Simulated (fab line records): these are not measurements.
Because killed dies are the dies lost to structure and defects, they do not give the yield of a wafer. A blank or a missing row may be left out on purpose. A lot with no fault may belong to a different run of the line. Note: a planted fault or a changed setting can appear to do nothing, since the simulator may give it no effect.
8D (eight disciplines) problem report, filled in by code :: flow rit cmos :: the parts of the form that need people (team, actions taken, sign-off) are left out

== 1. THE PROBLEM ==
Mean of cd nm at RIT_ACTIVE_CD_MEAS_11: 1345.6 nm over 3 wafers from 1 lot, against 1400.1 nm (standard deviation 2.5) on wafers with no fault. That puts it -22 standard deviations away from the usual mean.
The step: target cd 1400 nm.
The first sign was on wafer L476.1 at day 5 13:26, on cd sem-01. The record holds 39 wafers of 13 lots with a number at this step. Rule for "out" (also "out of limits"): further than 4 standard deviations from the usual mean. The rest of the wafers with a number are treated as sound.

== 2. WHAT IT IS, AND WHAT IT ISN'T ==
question: which readings at this step
is: cd nm
is not: -

question: which lots
is: L476
is not: L458, L459, L460, L461, L462, L463, L464, L467, L468, L470, L478, L479

question: which wafers of those lots
is: all that have a number
is not: -

question: read on which gauges
is: cd sem-01
is not: cd sem-02

question: when
is: from day 5 13:26
is not: up to then (30 sound wafers); but 6 sound wafers of L478, L479 came after

== 3. SUSPECTS, AND WHAT RULES EACH OUT ==
Counting: a tool stays on the suspect list if, at a process step up to the reading, it processed all lots that are out and no sound lot following the first of them.
- ruled out: the gauge at RIT_ACTIVE_CD_MEAS_11. All the wafers that are out were read on cd sem-01, but those of them that RIT_ACTIVE_EXPOSE_08 has rows for are out there too, on other tools.
- iline stepper-02 at RIT_ACTIVE_EXPOSE_08 (exposes mask M1, target cd 1400 nm): kept. It ran the lot that is out, L476 (day 5 13:02), and no sound lot after that; its last sound lot up to then is L470 (day 4 07:12). On those wafers its own readings are out: exposure dose mJ cm2.
After counting, what remains is iline stepper-02 at RIT_ACTIVE_EXPOSE_08.

== 4. THE CAUSE (what the simulator had put in) ==
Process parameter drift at RIT_ACTIVE_EXPOSE_08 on iline stepper-02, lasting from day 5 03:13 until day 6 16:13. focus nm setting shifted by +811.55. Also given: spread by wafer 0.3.
Only this tool survived the counting.

== 5. THE CHAIN OF EFFECTS, in route order ==
Rows list readings where the struck wafers' mean (over those with a number) sits beyond 3 standard deviations from the usual. Only readings whose record carries a usual standard deviation are examined. hours: median over the lots of the time between each lot's start at the first step of this table that gives one and its start at this step. sigmas: the change, counted in usual standard deviations.
hours: 0
step: RIT_ACTIVE_EXPOSE_08
reading: exposure dose mJ cm2
usual: 222.79
on struck wafers: 215.95
change: -6.84
sigmas: -30

hours: 0
step: RIT_ACTIVE_CD_MEAS_11
reading: cd nm
usual: 1400.1 nm
on struck wafers: 1345.6
change: -54.5
sigmas: -22
It contains these process steps:
- RIT_ACTIVE_EXPOSE_08: exposes mask M1, target cd 1400 nm.

== 6. HOW IT WOULD HAVE BEEN CAUGHT EARLIER ==
In this record the first reading out of limits at a measuring or inspecting step was taken at day 5 13:26, 10 hours after the fault began at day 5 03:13.
At RIT_ACTIVE_EXPOSE_08, the tool's own readings (exposure dose mJ cm2) were out on each struck wafer the step has a row for, so an alarm limit on them would have fired on the first such wafer.
All the lots that are out (1) had begun RIT_ACTIVE_EXPOSE_08 on iline stepper-02 by day 5 13:26. None of them would have been spared by holding the tool at that moment.
